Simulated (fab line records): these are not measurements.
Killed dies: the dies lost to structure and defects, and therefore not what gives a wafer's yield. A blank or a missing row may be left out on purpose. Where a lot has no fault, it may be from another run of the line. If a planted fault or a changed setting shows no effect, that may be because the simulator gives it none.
fab line records -- flow rit_cmos
[record] lots = 5, wafers = 15, last_day = 8
route steps=202 shown GATE@89 REOX@98 NLDD@103 PLDD@114
lots with no fault: from the same line, run without faults
start_h: start of the lot's first displayed wafer, in hours after the record's first day -- wait_h: hours from the lot's prior step to this one -- " as in the row above -- L1.1+2: a row that stands for several wafers -- - no value, or no start given -- * or withheld: withheld -- < > ~ a bound
route shown NAME@n: a module of which the file shows steps, and the number in the route of the first -- usual: average and standard deviation across the fault-free wafers -- same: alike in all rows -- chamber/n: place in a boat -- sites: each site's reading -- _std_site: the values' standard deviation -- _edge_site: mean of outer sites minus mean of inner sites -- radius_mm: for every site, how far away it sits from the centre of the wafer -- mask NAME#n: copy n -- behind: the tool/chamber that last shaped the wafer -- hold: why the lot went on hold/how many hours it stayed there/how the hold came to an end -- device: the n, p or np transistor that did not switch -- end of line: the route-end tests of the same wafers -- a step given without rows: its recipe and nothing more -- killed: at the first sort, the dies lost to defects and structure; wafer yield is something else -- map: per-die view of a wafer (x killed, . not killed, _ where there is no die)
set.NAME: the setting as run; set.NAME@STEP: as run at that earlier step -- model.NAME: the simulator's own value behind a step, which no gauge read
a table for each step, a row for each wafer; lots at some steps of the route
services: when a tool's chamber went out of use (start_h, in hours from the record's first day, below 0 if earlier), for how many hours, and the reason
[[steps]]
[step RIT_GATE_EXPOSE_13]
[recipe] mask_id = M6, na = 0.6, source_shape = conventional, sigma_outer = 0.6, target_cd_nm = 150, dose_mj = 380
[usual] exposure_dose_mJ_cm2 = 380.0/0.38
lot.wafer,tool,chamber,start_h,wait_h,mask,exposure_dose_mJ_cm2
L076.2,iline_stepper-01,0,54.84,0.1,M6#0,379.8
L076.4,iline_stepper-01,0,54.84,0.1,M6#0,379.7
L076.6,iline_stepper-01,0,54.84,0.1,M6#0,379.4
L079.1,iline_stepper-01,0,70.93,0.2,M6#0,379.5
L079.4,iline_stepper-01,0,70.93,0.2,M6#0,380.2
L079.6,iline_stepper-01,0,70.93,0.2,M6#0,380.4
L089.2,iline_stepper-01,0,119.42,0.1,M6#0,379.6
L089.4,iline_stepper-01,0,119.42,0.1,M6#0,379.4
L089.6,iline_stepper-01,0,119.42,0.1,M6#0,379.5
L090.1,iline_stepper-02,0,120.90,0.2,M6#0,380.5
L090.2,iline_stepper-02,0,120.90,0.2,M6#0,380.0
L090.3,iline_stepper-02,0,120.90,0.2,M6#0,380.3
L094.1,iline_stepper-01,0,149.12,0.1,M6#0,379.7
L094.4,iline_stepper-01,0,149.12,0.1,M6#0,380.6
L094.6,iline_stepper-01,0,149.12,0.1,M6#0,379.7
[step RIT_GATE_PEB_14]
[recipe] resist = NOVOLAK, temp_c = withheld, time_s = withheld
lot.wafer,tool,chamber,start_h,wait_h
L076.2+4+6,litho_track-01,0,54.97,0.1
L079.1+4+6,litho_track-01,0,71.05,0.1
L089.2+4+6,litho_track-01,0,119.54,0.1
L090.1+2+3,litho_track-01,0,121.02,0.1
L094.1+4+6,litho_track-03,0,149.29,0.1
[step RIT_GATE_DEVELOP_15]
[recipe] resist = NOVOLAK, develop_time_s = 50, dev_temp_c = 23
lot.wafer,tool,chamber,start_h,wait_h
L076.2+4+6,litho_track-01,0,-,-
L079.1+4+6,litho_track-01,0,-,-
L089.2+4+6,litho_track-01,0,-,-
L090.1+2+3,litho_track-01,0,-,-
L094.1+4+6,litho_track-03,0,-,-
[step RIT_GATE_CD_MEAS_16]
[recipe] target_cd_nm = 150
[usual] cd_nm = 148.8/2.7
lot.wafer,tool,chamber,start_h,wait_h,cd_nm
L076.2,cd_sem-02,-,55.24,-,146.5
L076.4,cd_sem-02,-,55.24,-,148.2
L076.6,cd_sem-02,-,55.24,-,148.2
L079.1,cd_sem-02,-,71.33,-,146.6
L079.4,cd_sem-02,-,71.33,-,146.9
L079.6,cd_sem-02,-,71.33,-,145.6
L089.2,cd_sem-01,-,119.82,-,148.8
L089.4,cd_sem-01,-,119.82,-,148.2
L089.6,cd_sem-01,-,119.82,-,149.3
L090.1,cd_sem-01,-,121.30,-,147.0
L090.2,cd_sem-01,-,121.30,-,149.2
L090.3,cd_sem-01,-,121.30,-,147.5
L094.1,cd_sem-01,-,149.57,-,151.7
L094.4,cd_sem-01,-,149.57,-,148.6
L094.6,cd_sem-01,-,149.57,-,149.4
[step RIT_GATE_OVL_MEAS_17]
[usual] GATE_OVL = -0.7/1.3
lot.wafer,tool,chamber,start_h,wait_h,GATE_OVL[nm]
L076.2,overlay-02,-,55.35,0.1,0.0
L076.4,overlay-02,-,55.35,0.1,-1.3
L076.6,overlay-02,-,55.35,0.1,-1.1
L079.1,overlay-02,-,71.45,0.1,-0.6
L079.4,overlay-02,-,71.45,0.1,-1.4
L079.6,overlay-02,-,71.45,0.1,-1.0
L089.2,overlay-01,-,119.93,0.1,-2.1
L089.4,overlay-01,-,119.93,0.1,-1.0
L089.6,overlay-01,-,119.93,0.1,-0.7
L090.1,overlay-01,-,121.42,0.1,-0.8
L090.2,overlay-01,-,121.42,0.1,-0.9
L090.3,overlay-01,-,121.42,0.1,1.2
L094.1,overlay-01,-,149.69,0.1,0.6
L094.4,overlay-01,-,149.69,0.1,2.2
L094.6,overlay-01,-,149.69,0.1,0.5
[step RIT_GATE_HARDBAKE_18]
[recipe] resist = NOVOLAK, temp_c = 140, time_s = 60
lot.wafer,tool,chamber,start_h,wait_h
L076.2+4+6,litho_track-03,0,55.40,0.0
L079.1+4+6,litho_track-02,0,71.48,0.0
L089.2+4+6,litho_track-03,0,119.98,0.0
L090.1+2+3,litho_track-02,0,121.45,0.0
L094.1+4+6,litho_track-02,0,149.73,0.0
[step RIT_GATE_ETCH_19]
[recipe] chemistry = SF6/CHF3/O2, time_s = 165, SF6_flow_sccm = 30, CHF3_flow_sccm = 30, O2_flow_sccm = 5, target = poly-Si, pressure_mtorr = 40, rf_w = 160, target_depth_a = 3125, over_etch_frac = 0.25, stop_on = SiO2
[usual] chamber_pressure_mTorr = 40.00/0.036, drypump_motor_current_A = 5.6/0.48, oes_product_au = 0.856/0.015, throttle_valve_pct = 10.22/0.08
lot.wafer,tool,chamber,start_h,wait_h,chamber_pressure_mTorr,drypump_motor_current_A,oes_product_au,rf_hours_counter_h,throttle_valve_pct
L076.2,rie_si-01,0,55.53,0.1,40.00,5.5,0.848,155,10.30
L076.4,rie_si-01,3,55.53,0.1,39.99,6.4,0.850,40,10.11
L076.6,rie_si-01,0,55.53,0.1,39.99,5.5,0.850,-,10.32
L079.1,rie_si-02,2,71.63,0.1,40.05,5.5,0.865,123,10.32
L079.4,rie_si-02,1,71.63,0.1,40.03,5.6,0.862,109,10.22
L079.6,rie_si-02,1,71.63,0.1,40.00,5.6,0.866,-,10.24
L089.2,rie_si-02,3,120.11,0.1,39.99,5.3,0.833,31,10.19
L089.4,rie_si-02,1,120.11,0.1,40.04,5.6,0.869,109,10.22
L089.6,rie_si-02,2,120.11,0.1,40.02,5.4,0.878,-,10.31
L090.1,rie_si-01,3,121.60,0.1,40.00,6.4,0.856,41,10.09
L090.2,rie_si-01,1,121.60,0.1,40.03,5.1,0.868,22,10.22
L090.3,rie_si-01,0,121.60,0.1,40.02,5.5,0.858,0,10.32
L094.1,rie_si-01,1,149.88,0.1,39.97,5.1,0.854,22,10.23
L094.4,rie_si-01,1,149.88,0.1,39.96,5.1,0.868,-,10.23
L094.6,rie_si-01,0,149.88,0.1,39.98,5.5,0.847,-,10.33
[step RIT_GATE_STRIP_20]
[recipe] chemistry = O2, time_s = 180, resist = NOVOLAK, platen_temp_c = withheld, power_w = 500, pressure_mtorr = 4000, o2_flow_sccm = 4000
[usual] chamber_pressure_mTorr = 4000/3.4, drypump_motor_current_A = 5.9/0.65
lot.wafer,tool,chamber,start_h,wait_h,chamber_pressure_mTorr,drypump_motor_current_A,rf_hours_counter_h
L076.2,plasma_asher-03,0,55.64,0.1,3999,5.6,40
L076.4,plasma_asher-03,1,55.64,0.1,3995,6.4,-
L076.6,plasma_asher-03,1,55.64,0.1,3994,6.4,-
L079.1,plasma_asher-03,0,71.74,0.1,4002,5.6,42
L079.4,plasma_asher-03,0,71.74,0.1,4000,5.6,-
L079.6,plasma_asher-03,1,71.74,0.1,4007,6.4,-
L089.2,plasma_asher-02,0,120.22,0.1,3997,6.6,46
L089.4,plasma_asher-02,0,120.22,0.1,4003,6.6,-
L089.6,plasma_asher-02,0,120.22,0.1,3998,6.6,-
L090.1,plasma_asher-02,1,121.71,0.1,4006,4.9,46
L090.2,plasma_asher-02,0,121.71,0.1,3994,6.6,46
L090.3,plasma_asher-02,0,121.71,0.1,4002,6.6,-
L094.1,plasma_asher-03,1,149.98,0.1,4005,6.4,51
L094.4,plasma_asher-03,1,149.98,0.1,3999,6.4,-
L094.6,plasma_asher-03,0,149.98,0.1,4001,5.6,-
[step RIT_GATE_CD_MEAS_90]
[recipe] target_cd_nm = 150
[usual] cd_nm = 148.8/2.6
lot.wafer,tool,chamber,start_h,wait_h,cd_nm
L076.2,cd_sem-02,-,55.83,0.1,146.3
L076.4,cd_sem-02,-,55.83,0.1,148.2
L076.6,cd_sem-02,-,55.83,0.1,147.8
L079.1,cd_sem-02,-,71.92,0.1,146.5
L079.4,cd_sem-02,-,71.92,0.1,146.6
L079.6,cd_sem-02,-,71.92,0.1,145.5
L089.2,cd_sem-02,-,120.41,0.1,149.1
L089.4,cd_sem-02,-,120.41,0.1,148.5
L089.6,cd_sem-02,-,120.41,0.1,148.7
L090.1,cd_sem-01,-,121.89,0.1,147.9
L090.2,cd_sem-01,-,121.89,0.1,149.1
L090.3,cd_sem-01,-,121.89,0.1,147.7
L094.1,cd_sem-02,-,150.16,0.1,151.6
L094.4,cd_sem-02,-,150.16,0.1,148.6
L094.6,cd_sem-02,-,150.16,0.1,149.7
[step RIT_REOX_CLEAN_00]
[recipe] chemistry = SC1, mix = 3:3:50, time_s = 600, temp_c = 75
lot.wafer,tool,chamber,start_h,wait_h
L076.2+4+6,wet_bench-04,1,55.93,0.1
L079.1+4+6,wet_bench-02,2,72.04,0.1
L089.2+4+6,wet_bench-02,1,120.51,0.1
L090.1+2+3,wet_bench-03,0,122.01,0.1
L094.1+4+6,wet_bench-04,3,150.28,0.1
[step RIT_REOX_CLEAN_01]
[recipe] chemistry = dHF, dilution = 50:1, time_s = 30
lot.wafer,tool,chamber,start_h,wait_h
L076.2+4+6,wet_bench-02,0,56.11,0.0
L079.1+4+6,wet_bench-03,3,72.21,0.0
L089.2+4+6,wet_bench-03,1,120.69,0.0
L090.1+2+3,wet_bench-02,2,122.18,0.0
L094.1+4+6,wet_bench-02,3,150.45,0.0
[step RIT_REOX_CLEAN_02]
[recipe] chemistry = SC2, mix = 3:3:50, time_s = 600, temp_c = 75, dry = n2_spin
lot.wafer,tool,chamber,start_h,wait_h
L076.2+4+6,wet_bench-03,0,56.12,0.0
L079.1+4+6,wet_bench-04,2,72.23,0.0
L089.2+4+6,wet_bench-04,0,120.70,0.0
L090.1+2+3,wet_bench-03,0,122.20,0.0
L094.1+4+6,wet_bench-04,1,150.47,0.0
[step RIT_REOX_OXIDATION_03]
[recipe] temp_c = 900, ambient = O2, target_thk_a = 252, ox_time_s = 5580
lot.wafer,tool,chamber,start_h,wait_h
L076.2+4+6,furnace-04,0,56.90,0.6
L079.1+4+6,furnace-04,0,73.11,0.7
L089.2+4+6,furnace-03,0,120.91,0.0
L090.1+2+3,furnace-03,0,123.46,1.1
L094.1+4+6,furnace-04,0,159.13,8.5
[step RIT_REOX_THK_MEAS_04]
[recipe] reads = SiO2_of_REOX_OXIDATION_03
[usual] REOX_OXIDE_THK = 25.5/0.45
lot.wafer,tool,chamber,start_h,wait_h,REOX_OXIDE_THK[nm]
L076.2,film_metro-03,-,59.46,0.0,25.4
L076.4,film_metro-03,-,59.46,0.0,25.3
L076.6,film_metro-03,-,59.46,0.0,25.2
L079.1,film_metro-03,-,75.66,0.0,25.2
L079.4,film_metro-03,-,75.66,0.0,25.4
L079.6,film_metro-03,-,75.66,0.0,25.3
L089.2,film_metro-01,-,123.47,0.0,24.6
L089.4,film_metro-01,-,123.47,0.0,24.7
L089.6,film_metro-01,-,123.47,0.0,25.0
L090.1,film_metro-01,-,126.01,0.0,25.4
L090.2,film_metro-01,-,126.01,0.0,25.4
L090.3,film_metro-01,-,126.01,0.0,25.6
L094.1,film_metro-01,-,161.68,0.0,25.9
L094.4,film_metro-01,-,161.68,0.0,25.8
L094.6,film_metro-01,-,161.68,0.0,26.3
[step RIT_NLDD_HMDS_00]
[recipe] prime_time_s = 60, prime_temp_c = 140
lot.wafer,tool,chamber,start_h,wait_h
L076.2+4+6,litho_track-02,0,59.53,0.1
L079.1+4+6,litho_track-01,0,75.80,0.1
L089.2+4+6,litho_track-04,0,123.55,0.1
L090.1+2+3,litho_track-02,0,126.07,0.1
L094.1+4+6,litho_track-02,0,161.74,0.1
[step RIT_NLDD_COAT_01]
[recipe] resist = NOVOLAK, spin_rpm = 3250, resist_thk_nm = 1000
[usual] spin_speed_rpm = 3250.1/2.3
lot.wafer,tool,chamber,start_h,wait_h,spin_speed_rpm
L076.2,litho_track-02,0,59.68,0.1,3247.7
L076.4,litho_track-02,0,59.68,0.1,3249.9
L076.6,litho_track-02,0,59.68,0.1,3253.4
L079.1,litho_track-01,0,75.95,0.1,3248.8
L079.4,litho_track-01,0,75.95,0.1,3250.1
L079.6,litho_track-01,0,75.95,0.1,3252.1
L089.2,litho_track-04,0,123.70,0.1,3247.4
L089.4,litho_track-04,0,123.70,0.1,3249.4
L089.6,litho_track-04,0,123.70,0.1,3253.8
L090.1,litho_track-02,0,126.22,0.1,3249.4
L090.2,litho_track-02,0,126.22,0.1,3246.9
L090.3,litho_track-02,0,126.22,0.1,3251.9
L094.1,litho_track-02,0,161.89,0.1,3249.8
L094.4,litho_track-02,0,161.89,0.1,3254.4
L094.6,litho_track-02,0,161.89,0.1,3247.1
[step RIT_NLDD_SOFTBAKE_02]
[recipe] resist = NOVOLAK, temp_c = 90, time_s = 60
lot.wafer,tool,chamber,start_h,wait_h
L076.2+4+6,litho_track-02,0,59.83,0.1
L079.1+4+6,litho_track-01,0,76.10,0.1
L089.2+4+6,litho_track-04,0,123.85,0.1
L090.1+2+3,litho_track-02,0,126.37,0.1
L094.1+4+6,litho_track-02,0,162.04,0.1
[step RIT_NLDD_EXPOSE_03]
[recipe] mask_id = M7, na = 0.57, target_cd_nm = 40700, dose_mj = 250
[usual] exposure_dose_mJ_cm2 = 250.00/0.26
lot.wafer,tool,chamber,start_h,wait_h,mask,exposure_dose_mJ_cm2
L076.2,iline_stepper-02,0,60.10,0.2,M7#0,250.06
L076.4,iline_stepper-02,0,60.10,0.2,M7#0,249.73
L076.6,iline_stepper-02,0,60.10,0.2,M7#0,249.82
L079.1,iline_stepper-01,0,76.37,0.2,M7#0,250.07
L079.4,iline_stepper-01,0,76.37,0.2,M7#0,249.72
L079.6,iline_stepper-01,0,76.37,0.2,M7#0,249.93
L089.2,iline_stepper-02,0,124.12,0.2,M7#0,250.12
L089.4,iline_stepper-02,0,124.12,0.2,M7#0,249.89
L089.6,iline_stepper-02,0,124.12,0.2,M7#0,249.76
L090.1,iline_stepper-02,0,126.52,0.1,M7#0,250.12
L090.2,iline_stepper-02,0,126.52,0.1,M7#0,250.41
L090.3,iline_stepper-02,0,126.52,0.1,M7#0,250.21
L094.1,iline_stepper-01,0,162.32,0.2,M7#0,249.59
L094.4,iline_stepper-01,0,162.32,0.2,M7#0,249.55
L094.6,iline_stepper-01,0,162.32,0.2,M7#0,249.85
[step RIT_NLDD_PEB_04]
[recipe] resist = NOVOLAK, temp_c = withheld, time_s = withheld
lot.wafer,tool,chamber,start_h,wait_h
L076.2+4+6,litho_track-02,0,60.22,0.1
L079.1+4+6,litho_track-01,0,76.49,0.1
L089.2+4+6,litho_track-01,0,124.35,0.2
L090.1+2+3,litho_track-02,0,126.64,0.1
L094.1+4+6,litho_track-01,0,162.44,0.1
[step RIT_NLDD_DEVELOP_05]
[recipe] resist = NOVOLAK, develop_time_s = 50, dev_temp_c = 23
lot.wafer,tool,chamber,start_h,wait_h
L076.2+4+6,litho_track-02,0,-,-
L079.1+4+6,litho_track-01,0,-,-
L089.2+4+6,litho_track-01,0,-,-
L090.1+2+3,litho_track-02,0,-,-
L094.1+4+6,litho_track-01,0,-,-
[step RIT_NLDD_OVL_MEAS_06]
[usual] NLDD_OVL = 1.1/1.4
lot.wafer,tool,chamber,start_h,wait_h,NLDD_OVL[nm]
L076.2,overlay-02,-,60.49,-,4.2
L076.4,overlay-02,-,60.49,-,3.7
L076.6,overlay-02,-,60.49,-,4.7
L079.1,overlay-02,-,76.77,-,-0.1
L079.4,overlay-02,-,76.77,-,-0.3
L079.6,overlay-02,-,76.77,-,0.5
L089.2,overlay-02,-,124.62,-,0.5
L089.4,overlay-02,-,124.62,-,1.3
L089.6,overlay-02,-,124.62,-,1.3
L090.1,overlay-02,-,126.92,-,0.8
L090.2,overlay-02,-,126.92,-,-0.3
L090.3,overlay-02,-,126.92,-,0.8
L094.1,overlay-01,-,162.72,-,4.5
L094.4,overlay-01,-,162.72,-,2.3
L094.6,overlay-01,-,162.72,-,3.6
[step RIT_NLDD_HARDBAKE_07]
[recipe] resist = NOVOLAK, temp_c = 140, time_s = 60
lot.wafer,tool,chamber,start_h,wait_h
L076.2+4+6,litho_track-01,0,60.54,0.0
L079.1+4+6,litho_track-04,0,76.81,0.0
L089.2+4+6,litho_track-01,0,124.67,0.0
L090.1+2+3,litho_track-04,0,126.96,0.0
L094.1+4+6,litho_track-04,0,162.79,0.1
[step RIT_NLDD_IMPLANT_08]
[recipe] species = P, energy_kev = 20, dose_cm2 = 5e+14, tilt_deg = 7
[usual] beam_on_s = 10.01/0.19
lot.wafer,tool,chamber,start_h,wait_h,beam_on_s
L076.2,implanter-01,0,60.69,0.1,10.06
L076.4,implanter-01,0,60.69,0.1,10.11
L076.6,implanter-01,0,60.69,0.1,9.83
L079.1,implanter-01,0,76.96,0.1,10.01
L079.4,implanter-01,0,76.96,0.1,10.01
L079.6,implanter-01,0,76.96,0.1,10.00
L089.2,implanter-01,0,124.82,0.1,10.11
L089.4,implanter-01,0,124.82,0.1,10.08
L089.6,implanter-01,0,124.82,0.1,10.03
L090.1,implanter-04,0,127.11,0.1,9.85
L090.2,implanter-04,0,127.11,0.1,9.83
L090.3,implanter-04,0,127.11,0.1,10.11
L094.1,implanter-03,0,162.94,0.1,9.70
L094.4,implanter-03,0,162.94,0.1,9.83
L094.6,implanter-03,0,162.94,0.1,10.19
[step RIT_NLDD_STRIP_09]
[recipe] chemistry = O2, time_s = 180, resist = NOVOLAK, platen_temp_c = withheld, power_w = 500, pressure_mtorr = 4000, o2_flow_sccm = 4000
[usual] chamber_pressure_mTorr = 4000/3.6, drypump_motor_current_A = 6.0/0.31
lot.wafer,tool,chamber,start_h,wait_h,chamber_pressure_mTorr,drypump_motor_current_A,rf_hours_counter_h
L076.2,plasma_asher-03,1,60.82,0.1,4003,6.4,41
L076.4,plasma_asher-03,1,60.82,0.1,4000,6.4,-
L076.6,plasma_asher-03,0,60.82,0.1,4006,5.6,-
L079.1,plasma_asher-01,0,77.11,0.1,4003,6.2,30
L079.4,plasma_asher-01,0,77.11,0.1,3997,6.2,-
L079.6,plasma_asher-01,0,77.11,0.1,4000,6.2,-
L089.2,plasma_asher-01,1,124.95,0.1,4005,5.7,35
L089.4,plasma_asher-01,1,124.95,0.1,3998,5.6,-
L089.6,plasma_asher-01,1,124.95,0.1,4005,5.7,-
L090.1,plasma_asher-01,1,127.26,0.1,4000,5.6,35
L090.2,plasma_asher-01,0,127.26,0.1,4000,6.2,35
L090.3,plasma_asher-01,1,127.26,0.1,4005,5.6,-
L094.1,plasma_asher-01,1,163.09,0.1,3998,5.6,38
L094.4,plasma_asher-01,1,163.09,0.1,3997,5.6,-
L094.6,plasma_asher-01,0,163.09,0.1,4002,6.2,-
[step RIT_NLDD_TW_MEAS_10]
[usual] NLDD_TW = 2480/22
lot.wafer,tool,chamber,start_h,wait_h,NLDD_TW
L076.2,film_metro-02,-,61.00,0.1,2453
L076.4,film_metro-02,-,61.00,0.1,2440
L076.6,film_metro-02,-,61.00,0.1,2449
L079.1,film_metro-02,-,77.29,0.1,2460
L079.4,film_metro-02,-,77.29,0.1,2462
L079.6,film_metro-02,-,77.29,0.1,2454
L089.2,film_metro-04,-,125.13,0.1,2473
L089.4,film_metro-04,-,125.13,0.1,2492
L089.6,film_metro-04,-,125.13,0.1,2476
L090.1,film_metro-04,-,127.43,0.1,2483
L090.2,film_metro-04,-,127.43,0.1,2475
L090.3,film_metro-04,-,127.43,0.1,2469
L094.1,film_metro-01,-,163.27,0.1,2492
L094.4,film_metro-01,-,163.27,0.1,2490
L094.6,film_metro-01,-,163.27,0.1,2490
[step RIT_PLDD_HMDS_00]
[recipe] prime_time_s = 60, prime_temp_c = 140
lot.wafer,tool,chamber,start_h,wait_h
L076.2+4+6,litho_track-01,0,61.08,0.1
L079.1+4+6,litho_track-01,0,77.35,0.1
L089.2+4+6,litho_track-03,0,125.21,0.1
L090.1+2+3,litho_track-04,0,127.49,0.1
L094.1+4+6,litho_track-03,0,163.33,0.1
[step RIT_PLDD_COAT_01]
[recipe] resist = NOVOLAK, spin_rpm = 3250, resist_thk_nm = 1000
[usual] spin_speed_rpm = 3249.7/2
lot.wafer,tool,chamber,start_h,wait_h,spin_speed_rpm
L076.2,litho_track-01,0,61.23,0.1,3249.2
L076.4,litho_track-01,0,61.23,0.1,3247.3
L076.6,litho_track-01,0,61.23,0.1,3250.2
L079.1,litho_track-01,0,77.50,0.1,3251.2
L079.4,litho_track-01,0,77.50,0.1,3249.6
L079.6,litho_track-01,0,77.50,0.1,3249.6
L089.2,litho_track-03,0,125.36,0.1,3248.0
L089.4,litho_track-03,0,125.36,0.1,3250.4
L089.6,litho_track-03,0,125.36,0.1,3251.1
L090.1,litho_track-04,0,127.64,0.1,3251.0
L090.2,litho_track-04,0,127.64,0.1,3250.6
L090.3,litho_track-04,0,127.64,0.1,3250.5
L094.1,litho_track-03,0,163.48,0.1,3252.0
L094.4,litho_track-03,0,163.48,0.1,3248.7
L094.6,litho_track-03,0,163.48,0.1,3248.7
[step RIT_PLDD_SOFTBAKE_02]
[recipe] resist = NOVOLAK, temp_c = 90, time_s = 60
lot.wafer,tool,chamber,start_h,wait_h
L076.2+4+6,litho_track-01,0,61.38,0.1
L079.1+4+6,litho_track-01,0,77.65,0.1
L089.2+4+6,litho_track-03,0,125.51,0.1
L090.1+2+3,litho_track-04,0,127.79,0.1
L094.1+4+6,litho_track-03,0,163.63,0.1
[step RIT_PLDD_EXPOSE_03]
[recipe] mask_id = M8, na = 0.57, target_cd_nm = 40900, dose_mj = 250
[usual] exposure_dose_mJ_cm2 = 250.07/0.24
lot.wafer,tool,chamber,start_h,wait_h,mask,exposure_dose_mJ_cm2
L076.2,iline_stepper-01,0,61.65,0.2,M8#0,250.02
L076.4,iline_stepper-01,0,61.65,0.2,M8#0,250.07
L076.6,iline_stepper-01,0,61.65,0.2,M8#0,249.96
L079.1,iline_stepper-01,0,77.80,0.1,M8#0,249.65
L079.4,iline_stepper-01,0,77.80,0.1,M8#0,249.79
L079.6,iline_stepper-01,0,77.80,0.1,M8#0,249.81
L089.2,iline_stepper-01,0,125.78,0.2,M8#0,250.35
L089.4,iline_stepper-01,0,125.78,0.2,M8#0,250.19
L089.6,iline_stepper-01,0,125.78,0.2,M8#0,250.20
L090.1,iline_stepper-02,0,128.07,0.2,M8#0,250.16
L090.2,iline_stepper-02,0,128.07,0.2,M8#0,250.35
L090.3,iline_stepper-02,0,128.07,0.2,M8#0,250.36
L094.1,iline_stepper-02,0,163.90,0.2,M8#0,249.81
L094.4,iline_stepper-02,0,163.90,0.2,M8#0,250.14
L094.6,iline_stepper-02,0,163.90,0.2,M8#0,249.76
[step RIT_PLDD_PEB_04]
[recipe] resist = NOVOLAK, temp_c = withheld, time_s = withheld
lot.wafer,tool,chamber,start_h,wait_h
L076.2+4+6,litho_track-03,0,61.83,0.2
L079.1+4+6,litho_track-01,0,77.91,0.1
L089.2+4+6,litho_track-01,0,125.90,0.1
L090.1+2+3,litho_track-04,0,128.18,0.1
L094.1+4+6,litho_track-03,0,164.02,0.1
[step RIT_PLDD_DEVELOP_05]
[recipe] resist = NOVOLAK, develop_time_s = 50, dev_temp_c = 23
lot.wafer,tool,chamber,start_h,wait_h
L076.2+4+6,litho_track-03,0,-,-
L079.1+4+6,litho_track-01,0,-,-
L089.2+4+6,litho_track-01,0,-,-
L090.1+2+3,litho_track-04,0,-,-
L094.1+4+6,litho_track-03,0,-,-
[step RIT_PLDD_OVL_MEAS_06]
[usual] PLDD_OVL = 0.6/1.6
lot.wafer,tool,chamber,start_h,wait_h,PLDD_OVL[nm]
L076.2,overlay-01,-,62.10,-,1.0
L076.4,overlay-01,-,62.10,-,0.6
L076.6,overlay-01,-,62.10,-,0.0
L079.1,overlay-02,-,78.20,-,0.0
L079.4,overlay-02,-,78.20,-,0.7
L079.6,overlay-02,-,78.20,-,-0.4
L089.2,overlay-01,-,126.16,-,2.0
L089.4,overlay-01,-,126.16,-,1.9
L089.6,overlay-01,-,126.16,-,1.2
L090.1,overlay-02,-,128.47,-,-0.9
L090.2,overlay-02,-,128.47,-,-0.5
L090.3,overlay-02,-,128.47,-,-1.7
L094.1,overlay-02,-,164.30,-,0.8
L094.4,overlay-02,-,164.30,-,3.6
L094.6,overlay-02,-,164.30,-,1.9
[step RIT_PLDD_HARDBAKE_07]
[recipe] resist = NOVOLAK, temp_c = 140, time_s = 60
lot.wafer,tool,chamber,start_h,wait_h
L076.2+4+6,litho_track-03,0,62.15,0.0
L079.1+4+6,litho_track-01,0,78.23,0.0
L089.2+4+6,litho_track-03,0,126.22,0.0
L090.1+2+3,litho_track-04,0,128.50,0.0
L094.1+4+6,litho_track-04,0,164.34,0.0
[[services]]
tool,chamber,start_h,hours,kind
plasma_asher-01,-,31.67,4.0,pm
iline_stepper-02,-,39.52,1.7,pm
implanter-03,-,41.04,3.2,pm
implanter-03,-,59.08,37.7,repair
iline_stepper-01,-,64.65,1.1,repair
rie_si-01,-,76.92,0.4,repair
rie_si-01,0,84.01,-,clean
rie_si-01,0,84.01,17.2,scheduled_down
rie_si-01,0,84.01,17.2,vent_cycle
implanter-03,-,106.98,2.0,repair
implanter-04,-,108.97,5.6,repair
rie_si-02,-,140.68,4.3,pm
rie_si-02,-,152.33,0.3,repair
[[key]]
fault none
